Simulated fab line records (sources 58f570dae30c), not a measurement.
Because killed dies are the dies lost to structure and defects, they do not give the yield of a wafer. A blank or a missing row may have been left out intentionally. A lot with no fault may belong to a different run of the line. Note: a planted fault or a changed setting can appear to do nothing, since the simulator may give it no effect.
A struck lot beside a sound one ; flow berkeley_cmos170 ; 21 out of 331 route steps
Sound: the wafers L463.2, L463.4, L463.5. Wafers L464.2, L464.4, L464.6 were the ones struck. Last of all comes the cause.
Each step with rows lists, per side, the tool, then ch with its chambers, then its first start. Under that, the readings that differ: sound wafers ; struck wafers ; difference of the means ; sigmas: that difference in standard deviations of wafers without a fault.
alike: words and numbers the same on both sides, and readings whose means are apart by under 2 such deviations; not compared: readings that were withheld, readings missing a value for some wafer, numbers with overlapping values and no deviation given by the record, and bounds like >300 which may hide the same value.
The two part at a step that has a row with sigmas, a row that says differs or no value, or rows on one side only. Non-overlapping numbers with no deviation appear without sigmas and do not part them. Lack of a reading on every wafer of one side parts them only where that side has two or more wafers.

UCB170_M2_METAL_ETCH_18: etches Al in Cl2/BCl3, stops on SiO2, target depth 1170 nm, time 195 s.
  sound on rie_metal-04 ch 0,1, day 9 09:38; struck on rie_metal-04 ch 1, day 9 17:26
  alike: drypump_motor_current_A, oes_product_au, throttle_valve_pct
  not compared: rf_hours_counter_h
UCB170_M2_STRIP_19: strips in O2.
  sound on plasma_asher-03 ch 0, day 9 09:49; struck on plasma_asher-04 ch 0, day 9 17:37
  alike: drypump_motor_current_A, oes_product_au
  not compared: rf_hours_counter_h
UCB170_M2_CD_MEAS_90: the cd target is 700 nm.
  struck on cd_sem-01, day 9 17:44; sound on cd_sem-02, day 9 09:56
  alike: cd_nm
UCB170_V2_CVD_00: deposits SiO2 from TEOS/O2, target thk 2000 nm, time 250 s.
  sound on pecvd-03 ch 1,2, day 9 10:02; struck on pecvd-01 ch 0,1,2, day 9 17:50
  alike: heater_power_w, susceptor_temp_C
UCB170_V2_THK_MEAS_01:
  struck on film_metro-04, day 9 18:00; sound on film_metro-02, day 9 10:12
  alike: V2_TEOS_THK
UCB170_V2_CMP_02: polishes SiO2.
  sound on cmp-01 ch 0,1,2, day 9 10:18; struck on cmp-02 ch 0,2,3, day 9 18:03
  alike: motor_current_A
UCB170_V2_BOW_MEAS_03:
  struck on film_metro-04, day 9 18:22; sound on film_metro-02, day 9 10:34
  alike: V2_BOW
UCB170_V2_THK_MEAS_04:
  struck on film_metro-04, day 9 18:29; sound on film_metro-02, day 9 10:41
  alike: V2_POLISHED_THK
then, 4 steps without rows for these wafers: UCB170_V2_CLEAN_05 (cleans in DIW); UCB170_V2_HMDS_06 (prime time 60 s); UCB170_V2_COAT_07 (resist thk 900 nm); UCB170_V2_SOFTBAKE_08 (time 60 s).
UCB170_V2_EXPOSE_09: exposes mask VIA2, target cd 700 nm.
  sound on krf_scanner-02 ch 0, day 9 11:31; struck on krf_scanner-01 ch 0, day 9 19:11
reading;sound;struck;difference;sigmas
exposure_dose_mJ_cm2;37.02 37.05 37.04;42.63 42.58 42.55;+5.55;+99 or more
  alike: mask
then, 2 steps without rows for these wafers: UCB170_V2_PEB_10; UCB170_V2_DEVELOP_11 (develop time 45 s).
UCB170_V2_CD_MEAS_12: the cd target is 700 nm.
  struck on cd_sem-01, day 9 19:52; sound on cd_sem-01, day 9 11:55
reading;sound;struck;difference;sigmas
cd_nm (nm);697.9 699.6 698.5;724.2 723.8 724.3;+25.4;+17
  not compared: hold
UCB170_V2_OVL_MEAS_13:
  struck on overlay-02, day 9 23:20; sound on overlay-02, day 9 12:01
reading;sound;struck;difference;sigmas
hold;- - -;await_dispo/3.4h/release await_dispo/3.4h/release await_dispo/3.4h/release;no value on the sound wafers;
  alike: V2_OVL
UCB170_V2_ETCH_14: etches SiO2 in CHF3/CF4/Ar, stops on Al, target depth 1250 nm, time 295.2 s.
  sound on rie_diel-04 ch 1,2,3, day 9 12:02; struck on rie_diel-03 ch 0,1, day 9 23:22
reading;sound;struck;difference;sigmas
drypump_motor_current_A (A);5.1 4.9 5.9;6.3 6.3 6.3;+1.0;+2
model.V2.cd_nm (nm);699.1 700.4 697.4;722.4 723.7 724.3;+24.5;
  alike: cf4_flow_sccm, oes_product_au, throttle_valve_pct
  not compared: rf_hours_counter_h
UCB170_V2_STRIP_15: strips in O2.
  sound on plasma_asher-03 ch 0,1, day 9 12:13; struck on plasma_asher-01 ch 0,1, day 9 23:32
  alike: drypump_motor_current_A, oes_product_au, strip_time_to_endpoint_s
  not compared: rf_hours_counter_h
UCB170_V2_CD_MEAS_90: the cd target is 700 nm.
  struck on cd_sem-01, day 9 23:57; sound on cd_sem-01, day 9 12:20
reading;sound;struck;difference;sigmas
cd_nm (nm);699.5 700.7 697.6;722.6 724.0 724.4;+24.4;+14
  not compared: hold
UCB170_M3_PROBE_99:
  rows exist in the record for the struck wafers here (prober-01, day 10 06:43), but not for the sound ones

== WHERE THEY PART ==
Earliest at UCB170_V2_EXPOSE_09; latest, in this record, at UCB170_M3_PROBE_99.

WHY: the cause the simulator had injected
Drift in process parameters on krf_scanner-01 at UCB170_V2_EXPOSE_09, starting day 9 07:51. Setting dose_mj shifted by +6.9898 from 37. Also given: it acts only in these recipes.
